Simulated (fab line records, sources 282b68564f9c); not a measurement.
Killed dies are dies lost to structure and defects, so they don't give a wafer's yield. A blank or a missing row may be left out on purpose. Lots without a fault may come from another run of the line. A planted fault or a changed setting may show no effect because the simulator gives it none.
fab line records | flow rit_cmos
record lots=6 wafers=18 last_day=7
route steps=202 shown NWELL@35 PWELL@39 WELLDRIVE@50 NRETRO@53 PRETRO@64 GATE@75 M1@196
lots that met no fault: from a run of the same line without faults
start_h: hours from the record's first day to the start of the lot's first wafer shown | wait_h: hours since the lot's step before | " the same as in the row above | L1.1+2: a row that stands for several wafers | - no value, or no start given | * or withheld: withheld | < > ~ a bound
route shown NAME@n: a module of which the file shows steps, and the number in the route of the first | usual: mean/standard deviation of fault-free wafers | same: alike in all rows | chamber/n: place in a boat | sites: the reading at each site | _std_site: their standard deviation | _edge_site: outer sites' mean less inner sites' | radius_mm: how far each site lies from the wafer's centre | mask NAME#n: copy n | behind: the tool/chamber that last shaped the wafer | hold: why the lot was held/for how many hours/how that ended | device: the transistor (n, p or np) that didn't switch | end of line: the same wafers' tests at the end of the route | a step without rows: its recipe alone | killed: dies lost to structure and defects at the first sort, not the wafer's yield | map: a wafer's dies, x killed, . not, _ none there
set.NAME: the setting as run; set.NAME@STEP: as run at that earlier step | model.NAME: the simulator's own value behind a step, which no gauge read
lots at some steps of the route; a table a step, a row a wafer
services: from which hour (start_h, from the record's first day; less than 0 if before it) a tool's chamber was out of use, for how many hours, and why
## steps
# step RIT_NWELL_HARDBAKE_07
# recipe resist=NOVOLAK temp_c=140 time_s=120
# step RIT_NWELL_IMPLANT_08
# recipe species=P energy_kev=170 dose_cm2=5e+13 tilt_deg=7
# step RIT_NWELL_STRIP_09
# recipe chemistry=O2 time_s=180 resist=NOVOLAK platen_temp_c=withheld power_w=500 pressure_mtorr=4000 o2_flow_sccm=4000
# usual drypump_motor_current_A=5.6/0.39
# columns lot.wafer tool chamber start_h wait_h drypump_motor_current_A rf_hours_counter_h
L738.2 plasma_asher-02 0 45.38 0.1 6.1 37
L738.3 " 1 " " 5.2 -
L738.5 " 1 " " 5.3 -
L740.3 plasma_asher-02 1 56.80 0.1 5.3 -
L740.5 " 1 " " 5.3 -
L740.6 " 0 " " 6.1 -
L747.1 plasma_asher-02 1 88.59 0.1 5.3 42
L747.3 " 0 " " 6.1 -
L747.6 " 1 " " 5.3 -
L749.2 plasma_asher-04 0 97.85 0.1 6.0 47
L749.3 " 1 " " 5.0 -
L749.6 " 0 " " 5.9 -
L755.1 plasma_asher-04 1 129.75 0.1 5.0 1
L755.3 " 1 " " 5.0 -
L755.4 " 0 " " 5.9 -
L756.1 plasma_asher-01 0 133.89 0.1 5.4 33
L756.2 " 1 " " 5.6 33
L756.6 " 1 " " 5.6 -
# step RIT_NWELL_TW_MEAS_10
# usual NWELL_TW=2150/9.9
# columns lot.wafer tool chamber start_h wait_h NWELL_TW
L738.2 film_metro-03 - 45.56 0.1 2155
L738.3 " - " " 2152
L738.5 " - " " 2156
L740.3 film_metro-01 - 56.93 0.1 2163
L740.5 " - " " 2155
L740.6 " - " " 2150
L747.1 film_metro-03 - 88.77 0.1 2150
L747.3 " - " " 2140
L747.6 " - " " 2143
L749.2 film_metro-03 - 98.04 0.1 2168
L749.3 " - " " 2162
L749.6 " - " " 2157
L755.1 film_metro-02 - 129.93 0.1 2146
L755.3 " - " " 2144
L755.4 " - " " 2145
L756.1 film_metro-02 - 134.07 0.1 2132
L756.2 " - " " 2135
L756.6 " - " " 2139
# step RIT_PWELL_HMDS_00
# recipe prime_time_s=60 prime_temp_c=140
# step RIT_PWELL_COAT_01
# recipe resist=NOVOLAK spin_rpm=2000 resist_thk_nm=1300
# step RIT_PWELL_SOFTBAKE_02
# recipe resist=NOVOLAK temp_c=90 time_s=60
# step RIT_PWELL_EXPOSE_03
# recipe mask_id=M3 na=0.57 target_cd_nm=43700 dose_mj=250
# step RIT_PWELL_PEB_04
# recipe resist=NOVOLAK temp_c=withheld time_s=withheld
# step RIT_PWELL_DEVELOP_05
# recipe resist=NOVOLAK develop_time_s=68 dev_temp_c=23
# step RIT_PWELL_OVL_MEAS_06
# usual PWELL_OVL=0.5/1.3
# columns lot.wafer tool chamber start_h wait_h PWELL_OVL[nm]
L738.2 overlay-01 - 46.82 - 1.7
L738.3 " - " " 2.2
L738.5 " - " " 0.5
L740.3 overlay-01 - 57.99 - 0.4
L740.5 " - " " -1.9
L740.6 " - " " -1.0
L747.1 overlay-02 - 89.71 - 0.3
L747.3 " - " " 0.2
L747.6 " - " " -1.2
L749.2 overlay-02 - 98.97 - 2.7
L749.3 " - " " 1.5
L749.6 " - " " 0.0
L755.1 overlay-02 - 130.87 - -0.9
L755.3 " - " " 1.1
L755.4 " - " " -0.4
L756.1 overlay-02 - 135.01 - 0.1
L756.2 " - " " 0.7
L756.6 " - " " 0.8
# step RIT_PWELL_HARDBAKE_07
# recipe resist=NOVOLAK temp_c=140 time_s=120
# step RIT_PWELL_IMPLANT_08
# recipe species=B energy_kev=170 dose_cm2=7e+13 tilt_deg=7
# usual beam_energy_keV=170.00/0.047
# columns lot.wafer tool chamber start_h wait_h beam_energy_keV model.implant.rp_nm model.implant.drp_nm
L738.2 implanter-01 0 47.12 0.2 170.07 478.1 102.9
L738.3 " 0 " " 170.04 478.1 102.9
L738.5 " 0 " " 170.09 478.1 102.9
L740.3 implanter-03 0 58.32 0.2 169.91 483.1 102.9
L740.5 " 0 " " 170.03 483.1 102.9
L740.6 " 0 " " 170.00 483.1 102.9
L747.1 implanter-01 0 90.00 0.2 139.47 427.8 95.32
L747.3 " 0 " " 139.39 427.8 95.32
L747.6 " 0 " " 139.43 427.8 95.32
L749.2 implanter-01 0 99.48 0.2 139.41 408.5 95.32
L749.3 " 0 " " 139.40 408.5 95.32
L749.6 " 0 " " 139.45 408.5 95.32
L755.1 implanter-03 0 131.15 0.2 169.99 471 102.9
L755.3 " 0 " " 170.03 471 102.9
L755.4 " 0 " " 169.98 471 102.9
L756.1 implanter-04 0 135.30 0.2 169.95 469.9 102.9
L756.2 " 0 " " 170.04 469.9 102.9
L756.6 " 0 " " 170.05 469.9 102.9
# step RIT_PWELL_STRIP_09
# recipe chemistry=O2 time_s=180 resist=NOVOLAK platen_temp_c=withheld power_w=500 pressure_mtorr=4000 o2_flow_sccm=4000
# usual drypump_motor_current_A=6.0/0.46
# columns lot.wafer tool chamber start_h wait_h drypump_motor_current_A rf_hours_counter_h
L738.2 plasma_asher-03 0 47.25 0.1 6.4 39
L738.3 " 0 " " 6.4 -
L738.5 " 1 " " 6.4 -
L740.3 plasma_asher-02 1 58.47 0.1 5.3 -
L740.5 " 1 " " 5.3 -
L740.6 " 0 " " 6.1 -
L747.1 plasma_asher-01 1 90.15 0.1 5.6 28
L747.3 " 0 " " 5.4 -
L747.6 " 1 " " 5.6 -
L749.2 plasma_asher-03 0 99.60 0.1 6.4 45
L749.3 " 0 " " 6.4 -
L749.6 " 0 " " 6.4 -
L755.1 plasma_asher-02 0 131.30 0.1 6.1 47
L755.3 " 1 " " 5.3 -
L755.4 " 0 " " 6.1 -
L756.1 plasma_asher-01 1 135.45 0.1 5.5 33
L756.2 " 0 " " 5.4 33
L756.6 " 0 " " 5.4 -
# step RIT_PWELL_TW_MEAS_10
# usual PWELL_TW=956/4.7
# columns lot.wafer tool chamber start_h wait_h PWELL_TW
L738.2 film_metro-03 - 47.43 0.1 958
L738.3 " - " " 960
L738.5 " - " " 952
L740.3 film_metro-01 - 58.61 0.1 960
L740.5 " - " " 957
L740.6 " - " " 957
L747.1 film_metro-03 - 90.32 0.1 941
L747.3 " - " " 937
L747.6 " - " " 937
L749.2 film_metro-02 - 99.79 0.1 950
L749.3 " - " " 949
L749.6 " - " " 949
L755.1 film_metro-03 - 131.48 0.1 955
L755.3 " - " " 955
L755.4 " - " " 965
L756.1 film_metro-02 - 135.62 0.1 955
L756.2 " - " " 952
L756.6 " - " " 953
# step RIT_WELLDRIVE_ANNEAL_00
# recipe temp_c=1100 time_s=14700 ambient=N2
# step RIT_WELLDRIVE_RS_MEAS_01
# recipe thk_meas_gauge=four-point-probe
# usual NWELL_RS=275.5/0.88
# columns lot.wafer tool chamber start_h wait_h NWELL_RS[ohm/sq]
L738.2 film_metro-01 - 53.17 0.0 275.1
L738.3 " - " " 276.5
L738.5 " - " " 275.2
L740.3 film_metro-03 - 64.09 0.0 275.7
L740.5 " - " " 275.7
L740.6 " - " " 276.2
L747.1 film_metro-01 - 96.70 0.0 275.1
L747.3 " - " " 274.8
L747.6 " - " " 274.6
L749.2 film_metro-03 - 105.06 0.0 277.2
L749.3 " - " " 276.7
L749.6 " - " " 276.0
L755.1 film_metro-01 - 138.84 0.0 273.9
L755.3 " - " " 274.5
L755.4 " - " " 273.5
L756.1 film_metro-01 - 140.90 0.0 275.2
L756.2 " - " " 274.8
L756.6 " - " " 275.5
# step RIT_WELLDRIVE_RS_MEAS_02
# recipe thk_meas_gauge=four-point-probe
# usual PWELL_RS=429.4/1.1
# columns lot.wafer tool chamber start_h wait_h PWELL_RS[ohm/sq]
L738.2 film_metro-01 - 53.29 0.1 429.4
L738.3 " - " " 428.5
L738.5 " - " " 430.2
L740.3 film_metro-03 - 64.21 0.1 429.1
L740.5 " - " " 429.8
L740.6 " - " " 430.9
L747.1 film_metro-01 - 96.82 0.1 434.8
L747.3 " - " " 437.9
L747.6 " - " " 435.7
L749.2 film_metro-03 - 105.18 0.1 436.7
L749.3 " - " " 438.1
L749.6 " - " " 437.2
L755.1 film_metro-01 - 138.96 0.1 429.5
L755.3 " - " " 432.2
L755.4 " - " " 429.5
L756.1 film_metro-01 - 141.02 0.1 430.5
L756.2 " - " " 429.6
L756.6 " - " " 430.3
# step RIT_NRETRO_HMDS_00
# recipe prime_time_s=60 prime_temp_c=140
# step RIT_NRETRO_COAT_01
# recipe resist=NOVOLAK spin_rpm=2000 resist_thk_nm=1300
# step RIT_NRETRO_SOFTBAKE_02
# recipe resist=NOVOLAK temp_c=90 time_s=60
# step RIT_NRETRO_EXPOSE_03
# recipe mask_id=M4 na=0.57 target_cd_nm=43900 dose_mj=250
# step RIT_NRETRO_PEB_04
# recipe resist=NOVOLAK temp_c=withheld time_s=withheld
# step RIT_NRETRO_DEVELOP_05
# recipe resist=NOVOLAK develop_time_s=68 dev_temp_c=23
# step RIT_NRETRO_OVL_MEAS_06
# usual NRETRO_OVL=-0.5/1.4
# columns lot.wafer tool chamber start_h wait_h NRETRO_OVL[nm]
L738.2 overlay-02 - 54.49 - 2.5
L738.3 " - " " 2.4
L738.5 " - " " -0.3
L740.3 overlay-01 - 65.19 - -0.7
L740.5 " - " " -0.3
L740.6 " - " " 0.1
L747.1 overlay-02 - 97.82 - 0.5
L747.3 " - " " -1.0
L747.6 " - " " -0.1
L749.2 overlay-01 - 106.17 - -0.8
L749.3 " - " " -0.9
L749.6 " - " " 0.3
L755.1 overlay-02 - 139.96 - -0.9
L755.3 " - " " 1.0
L755.4 " - " " -1.1
L756.1 overlay-01 - 142.15 - 0.1
L756.2 " - " " -1.0
L756.6 " - " " 0.5
# step RIT_NRETRO_HARDBAKE_07
# recipe resist=NOVOLAK temp_c=140 time_s=120
# step RIT_NRETRO_IMPLANT_08
# recipe species=P energy_kev=70 dose_cm2=1e+13 tilt_deg=7
# step RIT_NRETRO_STRIP_09
# recipe chemistry=O2 time_s=180 resist=NOVOLAK platen_temp_c=withheld power_w=500 pressure_mtorr=4000 o2_flow_sccm=4000
# usual drypump_motor_current_A=5.9/0.52
# columns lot.wafer tool chamber start_h wait_h drypump_motor_current_A rf_hours_counter_h
L738.2 plasma_asher-03 0 54.92 0.1 6.4 41
L738.3 " 1 " " 6.3 -
L738.5 " 0 " " 6.4 -
L740.3 plasma_asher-02 0 65.67 0.1 6.1 -
L740.5 " 1 " " 5.3 -
L740.6 " 0 " " 6.1 -
L747.1 plasma_asher-03 1 98.25 0.1 6.3 45
L747.3 " 0 " " 6.4 -
L747.6 " 0 " " 6.4 -
L749.2 plasma_asher-03 0 106.60 0.1 6.4 46
L749.3 " 1 " " 6.4 -
L749.6 " 1 " " 6.4 -
L755.1 plasma_asher-02 0 140.40 0.1 6.1 47
L755.3 " 1 " " 5.3 -
L755.4 " 0 " " 6.1 -
L756.1 plasma_asher-02 1 142.59 0.1 5.3 48
L756.2 " 0 " " 6.1 48
L756.6 " 1 " " 5.3 -
# step RIT_NRETRO_TW_MEAS_10
# usual NRETRO_TW=1049/9.8
# columns lot.wafer tool chamber start_h wait_h NRETRO_TW
L738.2 film_metro-04 - 55.10 0.1 1036
L738.3 " - " " 1036
L738.5 " - " " 1046
L740.3 film_metro-04 - 65.81 0.1 1033
L740.5 " - " " 1039
L740.6 " - " " 1032
L747.1 film_metro-01 - 98.43 0.1 1060
L747.3 " - " " 1057
L747.6 " - " " 1055
L749.2 film_metro-04 - 106.78 0.1 1037
L749.3 " - " " 1032
L749.6 " - " " 1039
L755.1 film_metro-04 - 140.57 0.1 1046
L755.3 " - " " 1043
L755.4 " - " " 1042
L756.1 film_metro-01 - 142.76 0.1 1059
L756.2 " - " " 1058
L756.6 " - " " 1057
# step RIT_PRETRO_HMDS_00
# recipe prime_time_s=60 prime_temp_c=140
# step RIT_PRETRO_COAT_01
# recipe resist=NOVOLAK spin_rpm=2000 resist_thk_nm=1300
# step RIT_PRETRO_SOFTBAKE_02
# recipe resist=NOVOLAK temp_c=90 time_s=60
# step RIT_PRETRO_EXPOSE_03
# recipe mask_id=M5 na=0.57 target_cd_nm=43700 dose_mj=250
# step RIT_PRETRO_PEB_04
# recipe resist=NOVOLAK temp_c=withheld time_s=withheld
# step RIT_PRETRO_DEVELOP_05
# recipe resist=NOVOLAK develop_time_s=68 dev_temp_c=23
# step RIT_PRETRO_OVL_MEAS_06
# usual PRETRO_OVL=-0.9/1.2
# columns lot.wafer tool chamber start_h wait_h PRETRO_OVL[nm]
L738.2 overlay-01 - 56.07 - -0.3
L738.3 " - " " -0.6
L738.5 " - " " -2.0
L740.3 overlay-01 - 66.74 - -1.1
L740.5 " - " " -0.9
L740.6 " - " " -0.8
L747.1 overlay-01 - 99.62 - -0.2
L747.3 " - " " -2.5
L747.6 " - " " -2.4
L749.2 overlay-01 - 107.84 - -0.4
L749.3 " - " " 0.4
L749.6 " - " " 0.3
L755.1 overlay-02 - 141.51 - -0.7
L755.3 " - " " 0.9
L755.4 " - " " 0.8
L756.1 overlay-01 - 143.83 - 0.0
L756.2 " - " " -0.7
L756.6 " - " " -0.8
# step RIT_PRETRO_HARDBAKE_07
# recipe resist=NOVOLAK temp_c=140 time_s=120
# step RIT_PRETRO_IMPLANT_08
# recipe species=B energy_kev=45 dose_cm2=1.2e+13 tilt_deg=7
# step RIT_PRETRO_STRIP_09
# recipe chemistry=O2 time_s=180 resist=NOVOLAK platen_temp_c=withheld power_w=500 pressure_mtorr=4000 o2_flow_sccm=4000
# usual drypump_motor_current_A=5.9/0.53
# columns lot.wafer tool chamber start_h wait_h drypump_motor_current_A rf_hours_counter_h
L738.2 plasma_asher-03 1 56.50 0.1 6.4 41
L738.3 " 1 " " 6.4 -
L738.5 " 0 " " 6.4 -
L740.3 plasma_asher-01 1 67.22 0.1 5.6 -
L740.5 " 0 " " 5.4 -
L740.6 " 1 " " 5.6 -
L747.1 plasma_asher-04 0 100.06 0.1 6.0 48
L747.3 " 0 " " 6.0 -
L747.6 " 1 " " 5.0 -
L749.2 plasma_asher-04 1 108.27 0.1 5.0 49
L749.3 " 1 " " 5.0 -
L749.6 " 0 " " 6.0 -
L755.1 plasma_asher-03 1 141.95 0.1 6.4 50
L755.3 " 1 " " 6.4 -
L755.4 " 0 " " 6.4 -
L756.1 plasma_asher-01 0 144.46 0.1 5.4 34
L756.2 " 1 " " 5.6 34
L756.6 " 1 " " 5.6 -
# step RIT_PRETRO_TW_MEAS_10
# usual PRETRO_TW=476/4.7
# columns lot.wafer tool chamber start_h wait_h PRETRO_TW
L738.2 film_metro-04 - 56.68 0.1 467
L738.3 " - " " 468
L738.5 " - " " 469
L740.3 film_metro-04 - 67.36 0.1 469
L740.5 " - " " 468
L740.6 " - " " 470
L747.1 film_metro-03 - 100.23 0.1 479
L747.3 " - " " 479
L747.6 " - " " 480
L749.2 film_metro-03 - 108.46 0.1 480
L749.3 " - " " 477
L749.6 " - " " 481
L755.1 film_metro-01 - 142.12 0.1 478
L755.3 " - " " 481
L755.4 " - " " 479
L756.1 film_metro-03 - 144.63 0.1 479
L756.2 " - " " 481
L756.6 " - " " 479
# step RIT_GATE_WET_ETCH_00
# recipe chemistry=BOE target=SiO2 target_depth_nm=56 time_s=60 dry=n2_spin dilution=10:1 temp_c=21.5
# step RIT_GATE_CLEAN_01
# recipe chemistry=SC1 mix=3:3:50 time_s=600 temp_c=75
# step RIT_M1_METAL_ETCH_12
# recipe stop_on=SiO2 chemistry=Cl2/BCl3 target=Al time_s=165 over_etch_frac=0.5 pressure_mtorr=100 target_depth_a=6000 rf_w=250 Cl2_flow_sccm=60 bcl3_flow_sccm=50
# usual drypump_motor_current_A=6.1/0.44 oes_product_au=0.779/0.011 throttle_valve_pct=8.23/0.12
# columns lot.wafer tool chamber start_h wait_h drypump_motor_current_A oes_product_au rf_hours_counter_h throttle_valve_pct model.M1.cd_nm
L738.2 rie_metal-01 1 82.70 0.2 6.6 0.792 39 8.12 2599
L738.3 " 1 " " 6.6 0.791 - 8.11 2599
L738.5 " 1 " " 6.6 0.801 - 8.12 2596
L740.3 rie_metal-02 0 93.66 0.2 5.9 0.771 - 8.16 2603
L740.5 " 1 " " 5.9 0.788 - 8.26 2605
L740.6 " 0 " " 6.0 0.763 - 8.17 2603
L747.1 rie_metal-01 1 126.13 0.2 6.6 0.787 40 8.12 2593
L747.3 " 1 " " 6.6 0.794 - 8.12 2594
L747.6 " 0 " " 5.5 0.773 - 8.47 2594
L749.2 rie_metal-02 0 138.93 0.2 5.9 0.776 5 8.16 2617
L749.3 " 1 " " 5.9 0.786 - 8.27 2618
L749.6 " 1 " " 5.9 0.789 - 8.27 2619
L755.1 rie_metal-01 0 167.69 0.2 5.5 0.787 0 8.48 2600
L755.3 " 0 " " 5.5 0.782 - 8.46 2600
L755.4 " 1 " " 6.6 0.791 - 8.13 2598
L756.1 rie_metal-04 1 172.48 0.2 5.7 0.786 4 8.31 2601
L756.2 " 0 " " 6.8 0.766 4 8.10 2602
L756.6 " 0 " " 6.8 0.754 - 8.08 2601
# step RIT_M1_PROBE_99
# usual killed_at_M0_to_M3=0.0/0.14 killed_at_contacts=0.1/0.27 killed_at_front_end=6.5/2.8 killed_dies=6.6/2.8 killed_open=3.5/2 killed_short=3.2/1.8
# same gross_dies=264 killed_at_M4_up=0 killed_at_back_side=0 killed_at_other=0
# columns lot.wafer tool chamber start_h wait_h killed_at_M0_to_M3 killed_at_contacts killed_at_front_end killed_dies killed_open killed_short model.etest.nmos_0p3.r_on_ohm_um model.etest.pwell.rs_ohm_sq model.etest.pwell_pinched.rs_ohm_sq model.etest.nmos_0p3.drive_ua_um model.etest.nmos_narrow.drive_ua_um model.etest.m1.width_nm model.etest.diode_nplus_pwell.bv_v model.etest.nmos_0p3.bv_v
L738.2 prober-02 - 86.26 0.1 0 0 7 7 5 2 2109 412.1 462.5 234.4 232.8 2596 5.944 5.434
L738.3 prober-02 - 86.31 0.2 0 1 4 5 3 2 2101 414.8 454.3 233.1 229.9 2602 5.954 5.439
L738.5 prober-02 - 86.41 0.2 0 0 4 4 2 2 2104 415 459.4 232 232.6 2602 5.97 5.457
L740.3 prober-02 - 95.97 0.2 0 0 5 5 4 1 2180 407.9 448.8 228 225.6 2602 5.868 5.421
L740.5 prober-02 - 96.07 0.2 0 0 3 3 1 2 2172 418.7 460.4 225.4 223.4 2604 5.827 5.4
L740.6 prober-02 - 96.12 0.2 0 0 1 1 0 1 2145 415.7 454.6 225.8 221.4 2602 5.857 5.417
L747.1 prober-01 - 128.38 0.1 0 0 4 4 0 4 2310 423.6 452.9 202.3 209.7 2587 5.791 5.425
L747.3 prober-01 - 128.48 0.2 0 0 5 5 3 2 2294 430.5 460 202.6 212.7 2593 5.815 5.446
L747.6 prober-01 - 128.63 0.2 0 0 5 5 4 1 2315 425 463.1 204.1 213 2598 5.816 5.449
L749.2 prober-02 - 141.28 0.1 0 0 2 2 0 2 2228 433.6 474 218.6 220.8 2616 5.838 5.385
L749.3 prober-02 - 141.33 0.2 0 0 7 7 5 2 2233 436.7 480.2 222.3 228.2 2613 5.843 5.376
L749.6 prober-02 - 141.48 0.2 1 0 7 8 6 2 2213 434.1 472.1 220 224.6 2616 5.875 5.393
L755.1 prober-02 - 169.94 0.1 0 0 13 13 7 6 2161 416 459.1 231 228.3 2605 5.933 5.473
L755.3 prober-02 - 170.04 0.2 0 0 8 8 5 3 2174 417.4 460.7 228.9 225.2 2596 5.954 5.465
L755.4 prober-02 - 170.09 0.2 0 0 11 11 7 4 2147 417.8 458.4 228.6 223.6 2599 5.912 5.449
L756.1 prober-01 - 174.73 0.1 0 0 6 6 4 2 2187 414.5 468.9 221.9 220.4 2595 6.05 5.52
L756.2 prober-01 - 174.78 0.1 0 0 10 10 4 6 2199 412.3 456.4 217.3 216.2 2611 5.942 5.5
L756.6 prober-01 - 174.98 0.2 0 0 6 6 2 4 2189 418.9 469.4 222.8 224.2 2602 5.965 5.484
# killed by level:class
L738.2 SPACER:geometric_particle:open=3 GATE:geometric_particle:short=2 GATE:geometric_particle:open=1 SILICIDE:geometric_particle:open=1
L738.3 GATE:geometric_particle:short=1 REOX:geometric_particle:open=1 SPACER:geometric_particle:short=1 SILICIDE:geometric_particle:open=1 CONTACT:geometric_particle:open=1
L738.5 SILICIDE:geometric_particle:short=2 REOX:geometric_particle:open=1 SPACER:geometric_particle:open=1
L740.3 GATE:geometric_particle:open=2 SPACER:geometric_particle:open=2 SPACER:geometric_particle:short=1
L740.5 GATE:geometric_particle:short=2 SILICIDE:geometric_particle:open=1
L740.6 GATE:geometric_particle:short=1
L747.1 FOX1:geometric_particle:short=2 GATE:geometric_particle:short=1 SPACER:geometric_particle:short=1
L747.3 GATE:geometric_particle:short=2 GATE:geometric_particle:open=2 SPACER:geometric_particle:open=1
L747.6 GATE:geometric_particle:open=3 FOX1:geometric_particle:short=1 SPACER:geometric_particle:open=1
L749.2 FOX1:geometric_particle:short=1 GATE:geometric_particle:short=1
L749.3 GATE:geometric_particle:open=4 FOX1:geometric_particle:short=1 GATE:geometric_particle:short=1 REOX:geometric_particle:open=1
L749.6 GATE:geometric_particle:open=3 FOX2:geometric_particle:open=1 REOX:geometric_particle:open=1 REOX:geometric_particle:short=1 SPACER:geometric_particle:open=1 M1:geometric_particle:short=1
L755.1 FOX2:geometric_particle:open=3 FOX1:geometric_particle:short=2 GATE:geometric_particle:short=2 REOX:geometric_particle:short=2 SPACER:geometric_particle:open=2 GATE:geometric_particle:open=1 REOX:geometric_particle:open=1
L755.3 SPACER:geometric_particle:open=4 ACTIVE:geometric_particle:short=1 FOX1:geometric_particle:short=1 FOX1:geometric_particle:open=1 GATE:geometric_particle:short=1
L755.4 FOX1:geometric_particle:open=3 FOX1:geometric_particle:short=2 REOX:geometric_particle:short=2 SPACER:geometric_particle:open=2 FOX2:geometric_particle:open=1 GATE:geometric_particle:open=1
L756.1 FOX1:geometric_particle:open=1 FOX2:geometric_particle:open=1 GATE:geometric_particle:short=1 GATE:geometric_particle:open=1 REOX:geometric_particle:open=1 SPACER:geometric_particle:short=1
L756.2 GATE:geometric_particle:open=3 FOX1:geometric_particle:short=2 GATE:geometric_particle:short=2 FOX2:geometric_particle:short=1 REOX:geometric_particle:short=1 SPACER:geometric_particle:open=1
L756.6 GATE:geometric_particle:short=3 FOX2:geometric_particle:open=2 SILICIDE:geometric_particle:short=1
## services
# columns tool chamber start_h hours kind
plasma_asher-01 - 34.36 1.2 repair
rie_metal-02 1 54.44 2.8 repair
rie_metal-04 - 92.72 0.5 repair
plasma_asher-02 - 105.30 1.3 repair
plasma_asher-04 - 108.75 9.0 pm
plasma_asher-04 0 108.75 9.0 vent_cycle
plasma_asher-04 1 108.75 9.0 vent_cycle
plasma_asher-04 0 117.75 - clean
plasma_asher-04 1 117.75 - clean
rie_metal-02 0 127.95 6.3 repair
rie_metal-01 - 136.12 20.0 pm
rie_metal-01 0 136.12 20.0 vent_cycle
rie_metal-01 1 136.12 20.0 vent_cycle
implanter-03 - 144.08 4.3 pm
plasma_asher-03 - 144.51 2.1 repair
rie_metal-01 0 156.12 - clean
rie_metal-01 1 156.12 - clean
implanter-03 - 170.78 2.2 repair
## key
first_sign step=RIT_PWELL_IMPLANT_08 reading=beam_energy_keV direction=down sigmas=99+ usual=170.00 struck=139.43
effect step=RIT_PWELL_TW_MEAS_10 reading=PWELL_TW direction=down sigmas=2.6 usual=956 struck=944
effect step=RIT_WELLDRIVE_RS_MEAS_02 reading=PWELL_RS direction=up sigmas=6.8 usual=429.4 struck=436.7
model_effect step=RIT_PWELL_IMPLANT_08 value=implant.rp_nm without=487.5 struck=418.2
model_effect step=RIT_M1_METAL_ETCH_12 value=M1.cd_nm without=2598 struck=2606
model_effect step=RIT_M1_PROBE_99 value=etest.nmos_0p3.r_on_ohm_um without=2203 struck=2265
met_at RIT_PWELL_IMPLANT_08
struck_wafers L747.1,L747.3,L747.6,L749.2,L749.3,L749.6
tester_left_out L747,L749
loop_trim step=RIT_M1_EXPOSE_06 setting=dose lots=L749
onset_between 47.12 90.00
fault kind=process_parameter_drift tool=implanter-01 chamber=- onset_h=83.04 steps=RIT_PWELL_IMPLANT_08 channel=energy_kev offset=-30.6 shape=step end_h=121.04 acts_in=these_recipes_only stated=170
# tester_left_out: of these lots the tester's yield and bins aren't shown, on N5 and GAA mostly nor the transistor test; their killed dies are dies lost to structure and defects alone, not to doping, threshold or leakage, so they don't give the yield
# loop_trim: a control loop set the setting to another value than it would have without faults
